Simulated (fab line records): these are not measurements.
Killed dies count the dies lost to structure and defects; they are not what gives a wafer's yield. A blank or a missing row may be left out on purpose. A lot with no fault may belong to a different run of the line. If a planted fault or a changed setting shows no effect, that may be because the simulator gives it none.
fab line records    flow berkeley_cmos170    part 2 of 2: steps 32 to 39 of 39
record: lots: 5  wafers: 15  last_day: 13
route steps=331 shown CONTACT@236 M1@238 V1@254 M2@271
lots that met no fault: from a run of the same line without faults
start_h: hours from the record's opening day to when the first of the lot's shown wafers began    wait_h: hours elapsed since this lot's preceding step    " the same as in the row above    L1.1+2: a row that stands for several wafers    - no value present, or no start provided    * or withheld: withheld    < > ~ a bound
route shown NAME@n: a module of which the file shows steps, and the number in the route of the first    usual: the fault-free wafers' mean and standard deviation    same: alike in all rows    chamber/n: place in a boat    sites: readings site by site    _std_site: their standard deviation    _edge_site: mean of outer sites minus mean of inner sites    radius_mm: how far each site lies from the wafer's centre    mask NAME#n: copy n    behind: the last tool/chamber to shape the wafer    hold: cause of the lot's hold/its duration in hours/its outcome    device: transistor that didn't switch, given as n, p or np    end of line: tests of these same wafers at the route's end    for a step that has no rows: nothing shown but its recipe    killed: the dies lost at the first sort to structure and to defects; this is not the yield of the wafer    map: a wafer's dies, x killed, . not, _ none there
set.NAME: the setting that was run; set.NAME@STEP: the one run at that earlier step    model.NAME: the simulator's own value behind a step, which no gauge read
a table for each step, a row for each wafer; lots at some steps of the route
services: from which hour (start_h, from the record's first day; less than 0 if before it) a tool's chamber was out of use, for how many hours, and why
== steps ==
step: UCB170_V1_OVL_MEAS_13
usual: V1_OVL: 1/5.5
lot.wafer  tool        chamber  start_h  wait_h  V1_OVL[nm]
L074.2     overlay-02  -        200.03   0.1     -6
L074.5     "           -        "        "       -11
L074.6     "           -        "        "       -6
L083.2     overlay-02  -        239.20   0.1     -8
L083.3     "           -        "        "       -8
L083.6     "           -        "        "       2
L084.1     overlay-02  -        242.37   0.1     0
L084.2     "           -        "        "       4
L084.3     "           -        "        "       3
L094.1     overlay-01  -        292.65   0.1     7
L094.3     "           -        "        "       10
L094.6     "           -        "        "       4
L096.1     overlay-02  -        304.04   0.1     -7
L096.2     "           -        "        "       1
L096.3     "           -        "        "       0
step: UCB170_V1_ETCH_14
recipe: chemistry: CHF3/CF4/Ar  target: SiO2  stop_on: Al  CHF3_flow_sccm: 45  cf4_flow_sccm: 15  Ar_flow_sccm: 150  pressure_mtorr: 200  rf_w: 700  target_depth_a: 12500  over_etch_frac: 0.25  time_s: 291
usual: cf4_flow_sccm: 15.00/0.041  drypump_motor_current_A: 5.8/0.55  mfc_ar_sccm: 150.0/0.44  oes_product_au: 0.876/0.015  rf_fwd_power_W: 698.5/2  throttle_valve_pct: 6.95/0.1
lot.wafer  tool         chamber  start_h  wait_h  cf4_flow_sccm  drypump_motor_current_A  mfc_ar_sccm  oes_product_au  rf_fwd_power_W  rf_hours_counter_h  throttle_valve_pct
L074.2     rie_diel-01  3        200.06   0.0     14.92          5.9                      149.8        0.852           698.4           10                  6.82
L074.5     "            1        "        "       15.00          6.0                      150.4        0.875           699.0           -                   6.90
L074.6     "            0        "        "       15.08          5.9                      149.9        0.896           697.3           -                   7.16
L083.2     rie_diel-01  1        239.23   0.0     14.92          6.0                      149.6        0.877           698.4           57                  6.89
L083.3     "            0        "        "       15.05          5.9                      150.0        0.877           698.8           3                   7.16
L083.6     "            0        "        "       15.06          5.9                      149.7        0.889           698.4           -                   7.15
L084.1     rie_diel-04  3        242.40   0.0     14.98          5.3                      150.3        0.887           697.6           2                   7.02
L084.2     "            2        "        "       15.02          5.8                      150.3        0.868           700.7           21                  6.83
L084.3     "            1        "        "       14.92          4.7                      149.0        0.895           701.1           135                 6.90
L094.1     rie_diel-01  0        292.69   0.0     15.02          5.9                      149.6        0.878           695.8           6                   7.17
L094.3     "            2        "        "       15.01          6.5                      150.1        0.879           702.0           86                  6.99
L094.6     "            2        "        "       14.99          6.5                      150.7        0.872           699.8           -                   7.00
L096.1     rie_diel-04  3        304.07   0.0     14.92          5.3                      150.0        0.880           696.7           6                   7.04
L096.2     "            2        "        "       14.98          5.8                      149.2        0.870           699.1           25                  6.84
L096.3     "            0        "        "       14.94          6.4                      149.2        0.869           695.1           84                  6.86
step: UCB170_V1_STRIP_15
recipe: chemistry: O2  power_w: 400  pressure_mtorr: 3500  platen_temp_c: withheld  o2_flow_sccm: 400  overash_fraction: 0.5
usual: drypump_motor_current_A: 5.4/0.46  o2_flow_sccm: 400.1/1.1  oes_product_au: 0.722/0.0042  strip_time_to_endpoint_s: 15.33/0.1
lot.wafer  tool             chamber  start_h  wait_h  drypump_motor_current_A  o2_flow_sccm  oes_product_au  rf_hours_counter_h  strip_time_to_endpoint_s
L074.2     plasma_asher-01  1        200.24   0.1     5.3                      398.0         0.721           46                  15.50
L074.5     "                0        "        "       5.0                      400.8         0.724           -                   15.40
L074.6     "                1        "        "       5.3                      400.6         0.727           -                   15.42
L083.2     plasma_asher-04  1        239.41   0.1     5.3                      400.3         0.727           14                  15.35
L083.3     "                1        "        "       5.3                      401.6         0.719           -                   15.34
L083.6     "                0        "        "       6.2                      400.2         0.716           -                   15.33
L084.1     plasma_asher-01  1        242.58   0.1     5.3                      399.2         0.718           52                  15.19
L084.2     "                0        "        "       5.0                      399.9         0.715           52                  15.10
L084.3     "                0        "        "       5.0                      400.3         0.723           -                   15.16
L094.1     plasma_asher-01  1        292.87   0.1     5.3                      398.4         0.725           59                  15.46
L094.3     "                1        "        "       5.3                      398.5         0.714           -                   15.29
L094.6     "                0        "        "       4.9                      399.8         0.727           -                   15.34
L096.1     plasma_asher-04  0        304.25   0.1     6.2                      401.3         0.728           22                  15.34
L096.2     "                1        "        "       5.3                      399.2         0.724           22                  15.22
L096.3     "                1        "        "       5.3                      400.4         0.719           -                   15.36
step: UCB170_V1_CD_MEAS_90
recipe: target_cd_nm: 700
usual: cd_nm: 699.3/1.6
lot.wafer  tool       chamber  start_h  wait_h  cd_nm
L074.2     cd_sem-02  -        200.40   0.1     700.0
L074.5     "          -        "        "       699.4
L074.6     "          -        "        "       700.8
L083.2     cd_sem-01  -        239.53   0.1     699.0
L083.3     "          -        "        "       700.3
L083.6     "          -        "        "       700.7
L084.1     cd_sem-02  -        242.68   0.1     699.9
L084.2     "          -        "        "       700.7
L084.3     "          -        "        "       700.3
L094.1     cd_sem-02  -        292.97   0.1     699.8
L094.3     "          -        "        "       698.3
L094.6     "          -        "        "       697.9
L096.1     cd_sem-02  -        304.35   0.1     701.6
L096.2     "          -        "        "       701.3
L096.3     "          -        "        "       701.0
step: UCB170_M2_PRE_CLEAN_00
recipe: gas: Ar  preclean_etch_time_s: 60
lot.wafer   tool            chamber  start_h  wait_h
L074.2+5+6  pvd_sputter-04  -        200.50   0.1
L083.2+3+6  pvd_sputter-04  -        239.63   0.1
L084.1+2+3  pvd_sputter-04  -        242.80   0.1
L094.1+3+6  pvd_sputter-03  -        293.09   0.1
L096.1+2+3  pvd_sputter-03  -        304.47   0.1
step: UCB170_M2_SPUTTER_01
recipe: material: Al  target_thk_nm: 900  time_s: 120  power_w: 6000  chamber_pressure_pa: 0.5
usual: throttle_valve_pct: 29.9/1.1
lot.wafer  tool            chamber  start_h  wait_h  throttle_valve_pct
L074.2     pvd_sputter-04  -        200.57   0.0     28.0
L074.5     "               -        "        "       30.2
L074.6     "               -        "        "       29.8
L083.2     pvd_sputter-04  -        239.69   0.0     31.4
L083.3     "               -        "        "       30.0
L083.6     "               -        "        "       30.2
L084.1     pvd_sputter-04  -        242.87   0.0     30.2
L084.2     "               -        "        "       30.0
L084.3     "               -        "        "       27.7
L094.1     pvd_sputter-03  -        293.16   0.0     30.9
L094.3     "               -        "        "       29.4
L094.6     "               -        "        "       29.5
L096.1     pvd_sputter-03  -        304.54   0.0     30.7
L096.2     "               -        "        "       29.7
L096.3     "               -        "        "       29.9
step: UCB170_M2_RS_MEAS_02
recipe: thk_meas_gauge: four-point-probe  reads: Al_of_M2_SPUTTER_01
usual: M2_AL_RS: 0.0323/0.00033
lot.wafer  tool           chamber  start_h  wait_h  M2_AL_RS[ohm/sq]
L074.2     film_metro-01  -        200.67   0.1     0.0321
L074.5     "              -        "        "       0.0323
L074.6     "              -        "        "       0.0324
L083.2     film_metro-01  -        239.80   0.1     0.0323
L083.3     "              -        "        "       0.0320
L083.6     "              -        "        "       0.0318
L084.1     film_metro-02  -        242.95   0.0     0.0322
L084.2     "              -        "        "       0.0318
L084.3     "              -        "        "       0.0316
L094.1     film_metro-02  -        293.25   0.0     0.0329
L094.3     "              -        "        "       0.0324
L094.6     "              -        "        "       0.0323
L096.1     film_metro-01  -        304.62   0.0     0.0322
L096.2     "              -        "        "       0.0321
L096.3     "              -        "        "       0.0320
step: UCB170_M2_THK_MEAS_03
recipe: thk_meas_gauge: xrf  reads: Al_of_M2_SPUTTER_01
usual: M2_AL_THK: 901/11
lot.wafer  tool           chamber  start_h  wait_h  M2_AL_THK[nm]
L074.2     film_metro-01  -        200.78   0.1     908
L074.5     "              -        "        "       903
L074.6     "              -        "        "       896
L083.2     film_metro-01  -        239.91   0.1     902
L083.3     "              -        "        "       920
L083.6     "              -        "        "       912
L084.1     film_metro-02  -        243.07   0.1     904
L084.2     "              -        "        "       919
L084.3     "              -        "        "       921
L094.1     film_metro-02  -        293.37   0.1     890
L094.3     "              -        "        "       905
L094.6     "              -        "        "       901
L096.1     film_metro-01  -        304.74   0.1     903
L096.2     "              -        "        "       909
L096.3     "              -        "        "       916
== services ==
tool             chamber  start_h  hours  kind
rie_metal-01     1        173.49   1.7    repair
cmp-02           -        175.54   1.2    repair
krf_scanner-02   -        175.58   3.6    pm
krf_scanner-01   -        182.13   5.7    repair
plasma_asher-04  -        186.58   0.7    repair
pecvd-02         -        193.00   6.0    pm
krf_scanner-02   -        194.57   1.8    repair
krf_scanner-01   -        198.28   0.7    repair
krf_scanner-01   -        200.05   0.8    repair
krf_scanner-01   -        200.87   1.3    pm
pvd_sputter-04   -        208.28   0.7    repair
krf_scanner-02   -        211.88   3.2    repair
pvd_sputter-03   -        220.49   1.3    repair
krf_scanner-02   -        233.98   1.0    pm
krf_scanner-01   -        235.17   1.0    pm
krf_scanner-02   -        239.00   0.8    pm
pvd_sputter-04   -        260.68   1.8    repair
rie_diel-04      0        262.90   17.8   repair
krf_scanner-01   -        284.69   0.9    repair
rie_diel-04      1        288.09   11.5   repair
plasma_asher-02  -        289.54   1.4    repair
krf_scanner-02   -        293.89   4.4    pm
rie_diel-03      3        299.65   8.5    repair
krf_scanner-02   -        300.53   9.2    repair
